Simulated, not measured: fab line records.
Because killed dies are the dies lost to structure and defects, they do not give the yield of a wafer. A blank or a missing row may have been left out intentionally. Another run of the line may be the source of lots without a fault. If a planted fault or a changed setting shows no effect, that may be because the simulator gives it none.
Problem report in the 8D (eight disciplines) form, filled by code    flow rit cmos    the parts of the form that need people (team, actions taken, sign-off) are left out

1. THE PROBLEM
Wafers free of any fault read 116.1 ohm/sq (standard deviation 0.33) for PSD_RS at RIT_SDANNEAL_RS_MEAS_04, against a mean of 130.1 ohm/sq on 6 wafers of 2 lots. Measured from the usual mean, that is +42 standard deviations.
The step: measures by four-point-probe.
First seen on wafer L419.1, day 6 14:43, on film metro-03. The record holds 42 wafers of 14 lots with a number at this step. The rule behind "out" and "out of limits": a value lying over 4 standard deviations away from the usual mean. All remaining wafers that have a number are taken as sound.

2. WHAT IT IS, AND WHAT IT ISN'T
question                     is                            is not
which readings at this step  PSD_RS                        -
which lots                   L419, L421                    L406, L407, L409, L411, L412, L413, L414, L415, L416, L422, L424, L426
which wafers of those lots   all that have a number        -
read on which gauges         film metro-01, film metro-03  film metro-02
when                         from day 6 14:43              up to then (27 sound wafers); but 9 sound wafers of L422, L424, L426 came after

3. THE SUSPECTS, EACH WITH WHAT RULES IT OUT
Counting: any tool at a process step up to the reading is kept as a suspect provided that every lot that is out went through it and no sound lot did after the first of them.
- the gauge at RIT_SDANNEAL_RS_MEAS_04 has been ruled out. 2 gauges (film metro-01, film metro-03) read the wafers that are out.
- rtp anneal-01 at RIT_SDANNEAL_RTA_03 (time 5 s): kept. It ran every lot that is out, first L419 (day 6 14:39), and no sound lot after that; its last sound lot up to then is L414 (day 5 18:49). Its own wafer_temp_C_max readings are out on those wafers.
After counting, what remains is rtp anneal-01 at RIT_SDANNEAL_RTA_03.

4. THE CAUSE (what the simulator had put in)
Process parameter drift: rtp anneal-01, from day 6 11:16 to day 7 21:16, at RIT_SDANNEAL_RTA_03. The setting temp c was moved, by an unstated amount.
This tool alone remained once counting was done.

5. THE EFFECT CHAIN, in route order
Each row: a reading whose mean over the struck wafers that have a number lies more than 3 standard deviations from the usual. Only readings whose record carries a usual standard deviation are examined. hours: median over the lots of the time between each lot's start at the first step of this table that gives one and its start at this step. sigmas: the change, counted in usual standard deviations.
hours  step                     reading           usual         on struck wafers  change  sigmas
0      RIT_SDANNEAL_RTA_03      wafer_temp_C_max  1053.6        1033.2            -20.4   -17
0      RIT_SDANNEAL_RS_MEAS_04  PSD_RS            116.1 ohm/sq  130.1             +14.0   +42
6      RIT_SDANNEAL_RS_MEAS_06  PLDD_RS           178.9 ohm/sq  194.2             +15.3   +37
The process steps in it:
- RIT_SDANNEAL_RTA_03: time 5 s.
Later measuring or inspecting steps at which every struck wafer that the step has a row for has a number for every such reading, and none has moved that far: RIT_CONTACT_CD_MEAS_08, RIT_CONTACT_CD_MEAS_90, RIT_M1_THK_MEAS_02.

6. WHAT WOULD HAVE CAUGHT IT SOONER
3 hours passed between the start of the fault at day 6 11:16 and the first reading out of limits at a measuring or inspecting step in this record, taken at day 6 14:43.
The tool's own readings at RIT_SDANNEAL_RTA_03 were out on every struck wafer that the step has a row for (wafer_temp_C_max): an alarm limit on them would have fired on the first of those.
Lots out: 2; of these, L421 started RIT_SDANNEAL_RTA_03 on rtp anneal-01 after day 6 14:43. A tool hold placed at that time would have kept it from harm.
